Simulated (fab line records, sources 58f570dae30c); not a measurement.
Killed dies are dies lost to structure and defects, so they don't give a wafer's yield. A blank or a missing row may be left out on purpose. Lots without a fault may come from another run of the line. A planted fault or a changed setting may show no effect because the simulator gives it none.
Split-lot experiment | flow berkeley_cmos170 | 5 lots, 23 wafers read, on a route of 331 steps

THE SPLIT
At UCB170_GATE_OXIDATION_01 (target thk 6.6 nm, ox time 1800 s), the setting ox_time_s was moved away from the recipe's 1800 s on 15 of the 23 wafers read, by -9.9% to +11.6%. The other wafers ran this setting at the recipe's value.

The file shows no step between the split and the reading.

THE READING
GATE_OXIDE_THK, in nm, at UCB170_GATE_THK_MEAS_02. Fault-free wafers of this fab line usually give 6.51 nm, standard deviation 0.12 nm.

wafer  | tool, chamber at the split | ox_time_s as run, s | against the recipe | GATE_OXIDE_THK, nm | against lot-mates on the recipe
L074.2 | -, -                       | 2008                | +11.6%             | 7.11               | no lot-mate on the recipe
L074.3 | -, -                       | 2008                | +11.6%             | 7.13               | no lot-mate on the recipe
L074.4 | -, -                       | 2008                | +11.6%             | 7.22               | no lot-mate on the recipe
L074.5 | -, -                       | 2008                | +11.6%             | 7.19               | no lot-mate on the recipe
L074.6 | -, -                       | 2008                | +11.6%             | 7.22               | no lot-mate on the recipe
L077.1 | -, -                       | 1622                | -9.9%              | 6.04               | no lot-mate on the recipe
L077.3 | -, -                       | 1622                | -9.9%              | 6.02               | no lot-mate on the recipe
L077.4 | -, -                       | 1622                | -9.9%              | 5.96               | no lot-mate on the recipe
L077.5 | -, -                       | 1622                | -9.9%              | 6.00               | no lot-mate on the recipe
L077.6 | -, -                       | 1622                | -9.9%              | 5.95               | no lot-mate on the recipe
L078.1 | -, -                       | 1800                | recipe             | 6.62               | -
L078.2 | -, -                       | 1800                | recipe             | 6.57               | -
L078.3 | -, -                       | 1800                | recipe             | 6.58               | -
L078.4 | -, -                       | 1800                | recipe             | 6.57               | -
L078.6 | -, -                       | 1800                | recipe             | 6.41               | -
L082.1 | furnace-02, 0              | 1800                | recipe             | 6.46               | -
L082.3 | furnace-02, 0              | 1800                | recipe             | 6.68               | -
L082.4 | furnace-02, 0              | 1800                | recipe             | 6.53               | -
L083.1 | -, -                       | 1997                | +10.9%             | 7.07               | no lot-mate on the recipe
L083.2 | -, -                       | 1997                | +10.9%             | 6.93               | no lot-mate on the recipe
L083.3 | -, -                       | 1997                | +10.9%             | 7.05               | no lot-mate on the recipe
L083.5 | -, -                       | 1997                | +10.9%             | 6.99               | no lot-mate on the recipe
L083.6 | -, -                       | 1997                | +10.9%             | 7.07               | no lot-mate on the recipe

THE FIT
A straight line over all 23 wafers: GATE_OXIDE_THK changes by +0.0518 nm for each +1% of ox_time_s; r = +0.99; the points scatter about the line by 0.078 nm.
Too few moved wafers have a lot-mate on the recipe to fit a line with each lot's own level taken away.

THE WHOLE CHAIN: every reading that the file lists as answering this split, in the file's order
step                     | what it does                      | reading                                                                           | change (the file's fit)                | r (the file's)
UCB170_GATE_OXIDATION_01 | target thk 6.6 nm, ox time 1800 s | SiO2_of_GATE_OXIDATION_01.thk_nm (the simulator's own value, which no gauge read) | +0.0515 nm for each +1% of the setting | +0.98
UCB170_GATE_THK_MEAS_02  |                                   | GATE_OXIDE_THK                                                                    | +0.0516 for each +1% of the setting    | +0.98

THE FILE'S OWN FIT
GATE_OXIDE_THK changes by +0.0516 nm for each +1% of ox_time_s, r = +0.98.
